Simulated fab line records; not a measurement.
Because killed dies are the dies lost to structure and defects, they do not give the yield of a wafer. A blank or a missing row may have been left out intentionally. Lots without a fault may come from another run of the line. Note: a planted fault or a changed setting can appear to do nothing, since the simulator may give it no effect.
Split-lot study | flow berkeley cmos170 | 23 wafers read from 5 lots, route of 331 steps

== THE SPLIT ITSELF ==
At UCB170_START_OXIDATION_02 (target thk 20 nm, ox time 1800 s), the setting temp c was moved away from the recipe's 950 C on 15 of the 23 wafers read, by -2.1% to -1.9%. This setting was run at the recipe's value on the other wafers.

Split to reading: the file shows no intervening step.

== THE READING ==
START_OXIDE_THK in nanometres, read at UCB170_START_THK_MEAS_03. On this fab line, fault-free wafers typically give 20.2 nm with a standard deviation of 0.34 nm.

wafer  | tool, chamber at the split | temp c as run, C | against the recipe | START_OXIDE_THK, nm | against lot-mates on the recipe
L074.1 | -, -                       | 930.1            | -2.1%              | 16.6                | no lot-mate on the recipe
L074.2 | -, -                       | 930.1            | -2.1%              | 16.5                | no lot-mate on the recipe
L074.4 | -, -                       | 930.1            | -2.1%              | 16.2                | no lot-mate on the recipe
L074.5 | -, -                       | 930.1            | -2.1%              | 16.1                | no lot-mate on the recipe
L074.6 | -, -                       | 930.1            | -2.1%              | 16.2                | no lot-mate on the recipe
L075.1 | -, -                       | 932.1            | -1.9%              | 16.1                | no lot-mate on the recipe
L075.3 | -, -                       | 932.1            | -1.9%              | 16.1                | no lot-mate on the recipe
L075.4 | -, -                       | 932.1            | -1.9%              | 16.2                | no lot-mate on the recipe
L075.5 | -, -                       | 932.1            | -1.9%              | 16.2                | no lot-mate on the recipe
L075.6 | -, -                       | 932.1            | -1.9%              | 16.1                | no lot-mate on the recipe
L078.1 | furnace-02, 0              | 950              | recipe             | 20.7                | -
L078.4 | furnace-02, 0              | 950              | recipe             | 20.5                | -
L078.5 | furnace-02, 0              | 950              | recipe             | 20.5                | -
L079.1 | -, -                       | 931.8            | -1.9%              | 17.0                | no lot-mate on the recipe
L079.2 | -, -                       | 931.8            | -1.9%              | 17.2                | no lot-mate on the recipe
L079.3 | -, -                       | 931.8            | -1.9%              | 17.0                | no lot-mate on the recipe
L079.4 | -, -                       | 931.8            | -1.9%              | 17.3                | no lot-mate on the recipe
L079.5 | -, -                       | 931.8            | -1.9%              | 16.9                | no lot-mate on the recipe
L082.1 | -, -                       | 950              | recipe             | 20.2                | -
L082.2 | -, -                       | 950              | recipe             | 20.1                | -
L082.4 | -, -                       | 950              | recipe             | 20.1                | -
L082.5 | -, -                       | 950              | recipe             | 20.4                | -
L082.6 | -, -                       | 950              | recipe             | 20.3                | -

FIT RESULTS
A straight line over all 23 wafers: START_OXIDE_THK changes by +1.95 nm for each +1% of temp c; r = +0.98; the points scatter about the line by 0.39 nm.
Too few moved wafers have a lot-mate on the recipe to fit a line with each lot's own level taken away.

== THE WHOLE CHAIN: every reading that the file lists as answering this split, in the file's order ==
step                      | what it does                     | reading                                                                            | change (the file's fit)              | r (the file's)
UCB170_START_OXIDATION_02 | target thk 20 nm, ox time 1800 s | SiO2_of_START_OXIDATION_02.thk nm (the simulator's own value, which no gauge read) | +1.96 nm for each +1% of the setting | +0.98
UCB170_START_THK_MEAS_03  |                                  | START_OXIDE_THK                                                                    | +1.96 for each +1% of the setting    | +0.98

== FILE'S OWN FIT ==
START_OXIDE_THK changes by +1.96 nm for each +1% of temp c, r = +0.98.
